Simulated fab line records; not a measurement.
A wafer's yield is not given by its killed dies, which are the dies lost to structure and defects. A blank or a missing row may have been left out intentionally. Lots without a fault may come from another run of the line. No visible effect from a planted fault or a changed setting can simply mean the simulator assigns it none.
Problem report in the 8D (eight disciplines) form, filled by code :: flow berkeleyCmos170 :: the parts of the form that need people (team, actions taken, sign-off) are left out

== 1. THE ISSUE ==
Mean of biasW at UCB170_GATE_ETCH_14: 103.32 W across 2 wafers in 2 lots; on wafers with no fault it is 100.02 W (standard deviation 0.27). Relative to the usual mean, that is a shift of +12 standard deviations.
The step: etches BARC in N2/H2.
The first sign was on wafer L543.6 at day 7 05:46, on rieDiel-01. The record holds 42 wafers of 14 lots with a number at this step. By rule, "out" or "out of limits" means more than 4 standard deviations away from the usual mean. Any other wafer with a number is counted as sound.

== 2. WHAT IT IS, AND WHAT IT ISN'T ==
question: which readings at this step
is: biasW
is not: drypumpMotorCurrentA, oesProductAu, throttleValvePct

question: which lots
is: L541, L543
is not: L538, L539, L540, L544, L549, L553, L554, L555, L556, L557, L559, L561

question: which wafers of those lots
is: L541.6, L543.6
is not: L541.4, L541.5, L543.4, L543.5

question: read on which tools
is: rieDiel-01
is not: rieDiel-02, rieDiel-04

question: when
is: from day 7 05:46
is not: up to then (11 sound wafers); but 29 sound wafers of L541, L544, L549, L553, L554, L555, L556, L557, L559, L561 came after

== 3. THE SUSPECTS, EACH WITH WHAT RULES IT OUT ==
Counting: a tool at a process step up to the reading stays a suspect if it ran every lot that is out. Sound lots after the first of them don't rule it out here, since some wafers of a struck lot are sound.
- rieDiel-01 at UCB170_GATE_ETCH_14 (etches BARC in N2/H2): kept. Ran every lot that is out, first one L543 (day 7 05:46); last sound lot up to then L540 (day 7 02:35). Its own biasW readings are out on those wafers.
- At UCB170_GATE_ETCH_14, inside rieDiel-01: chamber 0 took the wafers that are out, while their sound lot-mates went through chambers 2, 3.
Left after counting: rieDiel-01 at UCB170_GATE_ETCH_14.

== 4. THE CAUSE (what the simulator had put in) ==
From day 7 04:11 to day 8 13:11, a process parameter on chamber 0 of rieDiel-01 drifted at UCB170_GATE_ETCH_14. The setting biasW was moved by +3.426, starting from 100. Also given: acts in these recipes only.
Counting left only this tool.

== 5. THE EFFECT CHAIN, in route order ==
One row per reading whose mean, taken over the struck wafers that have a number, lies over 3 standard deviations from the usual. Scope: only readings with a usual standard deviation given in the record; hours: median across lots of the time from each lot's start at the first step in this table that gives one to its start at this step; sigmas: change in usual standard deviations.
hours: 0
step: UCB170_GATE_ETCH_14
reading: biasW
usual: 100.02 W
on struck wafers: 103.32
change: +3.30
sigmas: +12
The process steps in it:
- UCB170_GATE_ETCH_14: etches BARC in N2/H2.

== 6. WHAT WOULD HAVE CAUGHT IT SOONER ==
First out-of-limits reading in this record: day 7 05:46, which is 2 hours after fault onset at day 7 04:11.
